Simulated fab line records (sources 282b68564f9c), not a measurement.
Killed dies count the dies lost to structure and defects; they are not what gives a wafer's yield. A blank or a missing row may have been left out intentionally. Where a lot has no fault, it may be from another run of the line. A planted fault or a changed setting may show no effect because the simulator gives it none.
Commonality check across tools | flow rit-cmos | 15 lots, 45 wafers sampled

## WHAT PROMPTED THE OPENING
At RIT_REOX_THK_MEAS_04 the reading REOX_OXIDE_THK is flagged on 3 of 15 lots. No-fault wafers: 25.2 nm, standard deviation 0.47.
Rule: flag the lot when none of its wafers has a number, or when each of its wafers that has one lies beyond 4 standard deviations from that mean. The other lots count as sound.

lot  | measured    | on            | REOX_OXIDE_THK (nm), wafer by wafer | flag
L281 | day 2 17:29 | film-metro-04 | 25.1 25.1 24.9                      |
L282 | day 2 22:04 | film-metro-02 | 25.1 25.7 25.5                      |
L283 | day 3 01:52 | film-metro-02 | 24.6 24.5 24.3                      |
L284 | day 3 07:42 | film-metro-02 | 24.5 24.5 24.3                      |
L289 | day 4 10:04 | film-metro-04 | 25.0 25.2 24.9                      |
L290 | day 4 17:29 | film-metro-02 | 19.5 19.2 19.6                      | FLAGGED
L291 | day 4 20:31 | film-metro-04 | 19.8 20.5 19.9                      | FLAGGED
L292 | day 5 03:29 | film-metro-02 | 20.1 19.8 20.2                      | FLAGGED
L294 | day 5 15:42 | film-metro-01 | 24.5 25.0 24.4                      |
L298 | day 6 04:40 | film-metro-02 | 25.2 25.5 25.7                      |
L300 | day 6 16:03 | film-metro-01 | 25.1 25.2 25.3                      |
L301 | day 6 19:53 | film-metro-04 | 25.2 24.2 24.7                      |
L302 | day 7 02:01 | film-metro-02 | 26.0 25.6 25.6                      |
L303 | day 7 06:29 | film-metro-02 | 26.1 25.9 25.6                      |
L304 | day 7 11:52 | film-metro-02 | 25.0 24.8 24.8                      |
Average over the flagged lots: 19.8 nm; offset from the usual -5.4 nm, equal to -11 standard deviations.

## WHICH TOOL EACH LOT WENT THROUGH
The record holds 1 process step before the reading, out of a route of 202 steps. Read each cell as the tool, then ch plus the chambers that the sampled wafers visited, then the start.
lot  | flag    | RIT_REOX_OXIDATION_03
L281 |         | furnace-04 ch 0, day 2 14:56
L282 |         | furnace-01 ch 0, day 2 19:31
L283 |         | furnace-03 ch 0, day 2 23:17
L284 |         | furnace-03 ch 0, day 3 05:08
L289 |         | furnace-03 ch 0, day 4 07:29
L290 | FLAGGED | furnace-03 ch 0, day 4 14:56
L291 | FLAGGED | furnace-03 ch 0, day 4 17:58
L292 | FLAGGED | furnace-03 ch 0, day 5 00:56
L294 |         | furnace-01 ch 0, day 5 13:09
L298 |         | furnace-04 ch 0, day 6 02:06
L300 |         | furnace-04 ch 0, day 6 13:28
L301 |         | furnace-04 ch 0, day 6 17:20
L302 |         | furnace-01 ch 0, day 6 23:28
L303 |         | furnace-01 ch 0, day 7 03:56
L304 |         | furnace-03 ch 0, day 7 09:19
These steps, and what they do:
- RIT_REOX_OXIDATION_03: target thk 25.2 nm, ox time 5580 s.
- RIT_REOX_THK_MEAS_04

## FLAGGED AGAINST TOTAL, ONE TOOL AT A TIME (gauges that did the reading follow at the end)
step                  | tool          | lots run | flagged | share of the flagged lots | sound lots run after its first flagged lot
RIT_REOX_OXIDATION_03 | furnace-01    | 4        | 0       | none                      | -
RIT_REOX_OXIDATION_03 | furnace-03    | 7        | 3       | all                       | 1 (L304)
RIT_REOX_OXIDATION_03 | furnace-04    | 4        | 0       | none                      | -
RIT_REOX_THK_MEAS_04  | film-metro-01 | 2        | 0       | none                      | -
RIT_REOX_THK_MEAS_04  | film-metro-02 | 9        | 2       | some                      | 4 (L298,L302,L303,L304)
RIT_REOX_THK_MEAS_04  | film-metro-04 | 4        | 1       | some                      | 1 (L301)

## THE TABLE: WHAT IT ALLOWS
In the table, 1 row covers all flagged lots: furnace-03 at RIT_REOX_OXIDATION_03.
- furnace-03 at RIT_REOX_OXIDATION_03 ran 7 lots, 3 of them flagged. Lots that were sound ran on it after the first flagged one (L304); a persistent fault on the entire tool would not allow that. Its own readings lie more than 4 standard deviations out on every wafer of the flagged lots: spike-tc-centre-C, spike-tc-load-C, spike-tc-source-C, tube-center-temp-C, tube_center_temp_C_max.
No row of the table ran every flagged lot and no sound lot after the first.

## WHAT THE SIMULATOR HAD PUT IN
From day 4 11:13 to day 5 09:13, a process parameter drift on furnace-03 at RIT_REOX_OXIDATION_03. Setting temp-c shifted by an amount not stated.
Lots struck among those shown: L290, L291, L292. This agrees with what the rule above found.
